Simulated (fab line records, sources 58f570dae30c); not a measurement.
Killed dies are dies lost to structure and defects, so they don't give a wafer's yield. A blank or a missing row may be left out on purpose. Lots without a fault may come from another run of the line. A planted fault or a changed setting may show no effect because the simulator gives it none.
Problem report in the 8D (eight disciplines) form, filled by code | flow berkeley_cmos170 | the parts of the form that need people (team, actions taken, sign-off) are left out

1. THE PROBLEM
prime_temp_c at UCB170_M2_HMDS_04 reads a mean of 100.93 C on 5 wafers of 2 lots; wafers without a fault read 99.96 C with a standard deviation of 0.13. That is +7.4 standard deviations from the usual mean.
The step: prime time 60 s.
First seen on wafer L123.1, day 10 13:47, on litho_track-02. The record holds 41 wafers of 14 lots with a number at this step. Rule for "out", or "out of limits": more than 4 standard deviations from the usual mean. The other wafers with a number count as sound.

2. WHAT IT IS AND WHAT IT IS NOT
question                    | is                     | is not
which readings at this step | prime_temp_c           | -
which lots                  | L123, L124             | L110, L111, L114, L117, L119, L120, L121, L125, L126, L129, L131, L132
which wafers of those lots  | all that have a number | -
read on which tools         | litho_track-02         | litho_track-01, litho_track-04
when                        | from day 10 13:47      | up to then (21 sound wafers); but 15 sound wafers of L125, L126, L129, L131, L132 came after

3. SUSPECTS, AND WHAT RULES EACH OUT
Counting: a tool at a process step up to the reading stays a suspect if it ran every lot that is out and no sound lot after the first of them.
- litho_track-02 at UCB170_M2_HMDS_04 (prime time 60 s): kept. It ran every lot that is out, first L123 (day 10 13:47), and no sound lot after that; its last sound lot up to then is L120 (day 9 19:11). Its own readings are out on those wafers: prime_temp_c.
Left after counting: litho_track-02 at UCB170_M2_HMDS_04.

4. THE CAUSE (what the simulator had put in)
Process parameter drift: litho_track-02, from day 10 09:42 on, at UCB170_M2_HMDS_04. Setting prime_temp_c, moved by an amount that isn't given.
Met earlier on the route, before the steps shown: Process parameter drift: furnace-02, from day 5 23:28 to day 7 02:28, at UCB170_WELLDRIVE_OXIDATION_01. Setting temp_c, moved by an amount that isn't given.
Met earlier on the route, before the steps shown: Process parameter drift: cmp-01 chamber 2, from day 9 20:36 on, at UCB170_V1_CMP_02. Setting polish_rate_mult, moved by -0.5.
Counting left only this tool.

5. THE CHAIN OF EFFECTS, in route order
Each row: a reading whose mean over the struck wafers that have a number lies more than 3 standard deviations from the usual. Only readings for which the record gives a usual standard deviation are gone through. hours: the time from each lot's start at the first step in this table that gives one to its start at this step, as a median over the lots. sigmas: the change in usual standard deviations.
hours | step              | reading      | usual   | on struck wafers | change | sigmas
0     | UCB170_M2_HMDS_04 | prime_temp_c | 99.96 C | 100.93           | +0.97  | +7.4
The process steps in it:
- UCB170_M2_HMDS_04: prime time 60 s.

6. WHAT WOULD HAVE CAUGHT IT SOONER
In this record the first reading out of limits was taken at day 10 13:47, 4 hours after the fault began at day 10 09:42.
